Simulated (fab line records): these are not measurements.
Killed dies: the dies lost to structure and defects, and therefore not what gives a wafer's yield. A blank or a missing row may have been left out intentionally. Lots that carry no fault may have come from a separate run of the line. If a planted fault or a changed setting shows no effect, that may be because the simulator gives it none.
Which tool did it? / flow rit cmos / 14 lots, 42 wafers sampled, at 2 steps of a route of 202

WHAT THE GAUGES SHOWED, per wafer
No reading from a measuring or inspecting step in the record can be judged against a usual standard deviation.

EACH LOT AND THE TOOL THAT RAN IT (in order: tool; ch and the chambers of the sampled wafers; start)
lot=L729; RIT_PLDD_STRIP_09=plasma asher-01 ch 0,1, day 3 06:04; RIT_M1_PROBE_99=prober-02, day 3 20:14
lot=L732; RIT_PLDD_STRIP_09=plasma asher-02 ch 0,1, day 3 19:08; RIT_M1_PROBE_99=prober-01, day 4 09:05
lot=L733; RIT_PLDD_STRIP_09=plasma asher-02 ch 0, day 3 21:04; RIT_M1_PROBE_99=prober-02, day 4 10:39
lot=L735; RIT_PLDD_STRIP_09=plasma asher-02 ch 0,1, day 4 09:00; RIT_M1_PROBE_99=prober-02, day 4 22:42
lot=L736; RIT_PLDD_STRIP_09=plasma asher-03 ch 0,1, day 4 11:49; RIT_M1_PROBE_99=prober-01, day 5 01:48
lot=L737; RIT_PLDD_STRIP_09=plasma asher-01 ch 0,1, day 4 14:22; RIT_M1_PROBE_99=prober-02, day 5 03:43
lot=L738; RIT_PLDD_STRIP_09=plasma asher-03 ch 0,1, day 4 23:44; RIT_M1_PROBE_99=prober-01, day 5 13:16
lot=L740; RIT_PLDD_STRIP_09=plasma asher-03 ch 0,1, day 5 03:34; RIT_M1_PROBE_99=prober-01, day 5 18:46
lot=L745; RIT_PLDD_STRIP_09=plasma asher-01 ch 0,1, day 6 11:38; RIT_M1_PROBE_99=prober-02, day 7 02:40
lot=L746; RIT_PLDD_STRIP_09=plasma asher-01 ch 0,1, day 7 01:50; RIT_M1_PROBE_99=prober-01, day 7 15:53
lot=L747; RIT_PLDD_STRIP_09=plasma asher-02 ch 0,1, day 7 08:47; RIT_M1_PROBE_99=prober-02, day 7 22:26
lot=L748; RIT_PLDD_STRIP_09=plasma asher-01 ch 0,1, day 7 17:23; RIT_M1_PROBE_99=prober-01, day 8 07:14
lot=L750; RIT_PLDD_STRIP_09=plasma asher-03 ch 0,1, day 7 22:44; RIT_M1_PROBE_99=prober-02, day 8 12:16
lot=L752; RIT_PLDD_STRIP_09=plasma asher-03 ch 0,1, day 8 13:38; RIT_M1_PROBE_99=prober-01, day 9 03:08
- RIT_PLDD_STRIP_09: strips in O2, time 180 s.
- RIT_M1_PROBE_99

AS READ BY THE TOOLS THEMSELVES (means over the sampled wafers that have a number; for cases with no such wafer, the mark the record gives instead)
RIT_PLDD_STRIP_09. Usual: chamber pressure mTorr 4000 mTorr, standard deviation 3.5; drypump motor current A 5.8 A, standard deviation 0.47.
lot=L729; tool=plasma asher-01; chamber pressure mTorr (mTorr)=4001; drypump motor current A (A)=5.1; flag=
lot=L732; tool=plasma asher-02; chamber pressure mTorr (mTorr)=4001; drypump motor current A (A)=5.7; flag=
lot=L733; tool=plasma asher-02; chamber pressure mTorr (mTorr)=4001; drypump motor current A (A)=5.8; flag=
lot=L735; tool=plasma asher-02; chamber pressure mTorr (mTorr)=4004; drypump motor current A (A)=5.7; flag=
lot=L736; tool=plasma asher-03; chamber pressure mTorr (mTorr)=-; drypump motor current A (A)=-; flag=OFF
lot=L737; tool=plasma asher-01; chamber pressure mTorr (mTorr)=-; drypump motor current A (A)=-; flag=OFF
lot=L738; tool=plasma asher-03; chamber pressure mTorr (mTorr)=4004; drypump motor current A (A)=6.1; flag=
lot=L740; tool=plasma asher-03; chamber pressure mTorr (mTorr)=4000; drypump motor current A (A)=6.1; flag=
lot=L745; tool=plasma asher-01; chamber pressure mTorr (mTorr)=3999; drypump motor current A (A)=5.6; flag=
lot=L746; tool=plasma asher-01; chamber pressure mTorr (mTorr)=4000; drypump motor current A (A)=5.6; flag=
lot=L747; tool=plasma asher-02; chamber pressure mTorr (mTorr)=4007; drypump motor current A (A)=5.7; flag=
lot=L748; tool=plasma asher-01; chamber pressure mTorr (mTorr)=4001; drypump motor current A (A)=5.6; flag=
lot=L750; tool=plasma asher-03; chamber pressure mTorr (mTorr)=3999; drypump motor current A (A)=6.2; flag=
lot=L752; tool=plasma asher-03; chamber pressure mTorr (mTorr)=3999; drypump motor current A (A)=6.1; flag=

RIT_M1_PROBE_99. Usual: killed at front end 6.6, standard deviation 2.7; killed dies 6.7, standard deviation 2.7; killed on rim 1.7, standard deviation 1.4; killed open 3.4, standard deviation 2; killed short 3.2, standard deviation 1.8.
lot=L729; tool=prober-02; killed at front end=6.0; killed dies=6.0; killed on rim=0.0; killed open=2.3; killed short=3.7; flag=
lot=L732; tool=prober-01; killed at front end=7.0; killed dies=7.0; killed on rim=2.0; killed open=4.3; killed short=2.7; flag=
lot=L733; tool=prober-02; killed at front end=7.3; killed dies=7.3; killed on rim=1.3; killed open=4.0; killed short=3.3; flag=
lot=L735; tool=prober-02; killed at front end=6.3; killed dies=6.3; killed on rim=1.7; killed open=3.7; killed short=2.7; flag=
lot=L736; tool=prober-01; killed at front end=264.0; killed dies=264.0; killed on rim=70.0; killed open=4.0; killed short=4.3; flag=OFF
lot=L737; tool=prober-02; killed at front end=264.0; killed dies=264.0; killed on rim=70.0; killed open=3.0; killed short=2.3; flag=OFF
lot=L738; tool=prober-01; killed at front end=7.3; killed dies=7.3; killed on rim=3.3; killed open=3.3; killed short=4.0; flag=
lot=L740; tool=prober-01; killed at front end=8.7; killed dies=8.7; killed on rim=1.3; killed open=4.3; killed short=4.3; flag=
lot=L745; tool=prober-02; killed at front end=5.3; killed dies=5.3; killed on rim=2.0; killed open=2.0; killed short=3.3; flag=
lot=L746; tool=prober-01; killed at front end=5.0; killed dies=5.0; killed on rim=1.0; killed open=2.3; killed short=2.7; flag=
lot=L747; tool=prober-02; killed at front end=9.0; killed dies=9.0; killed on rim=2.3; killed open=4.0; killed short=5.0; flag=
lot=L748; tool=prober-01; killed at front end=5.7; killed dies=5.7; killed on rim=1.0; killed open=2.0; killed short=3.7; flag=
lot=L750; tool=prober-02; killed at front end=8.7; killed dies=8.7; killed on rim=2.7; killed open=3.0; killed short=5.7; flag=
lot=L752; tool=prober-01; killed at front end=8.0; killed dies=8.0; killed on rim=0.7; killed open=4.7; killed short=3.3; flag=

THE ANSWER, worked out from the rows above alone
Rule: a lot is off if the mean of its wafers that have a number lies more than 3 standard deviations from the usual mean. A lot without any number at a reading at which 4 lots or more have one is off too. Any other lot the step has rows for is counted as sound. First the gauges in route order, then the tools' own readings, where a lot's mean is used as printed above. The first step at which some lot is off is used, and at that step the reading that is off furthest; a lot without a number counts as furthest.
Off: L736, L737 (RIT_PLDD_STRIP_09, chamber pressure mTorr). Without a number there: L736, L737.
If a tool, at that step or one of the process steps before it, ran each lot that is off and ran no sound lot following the first of them, it fits. None of those tried fits.

WHAT THE SIMULATOR HAD PUT IN
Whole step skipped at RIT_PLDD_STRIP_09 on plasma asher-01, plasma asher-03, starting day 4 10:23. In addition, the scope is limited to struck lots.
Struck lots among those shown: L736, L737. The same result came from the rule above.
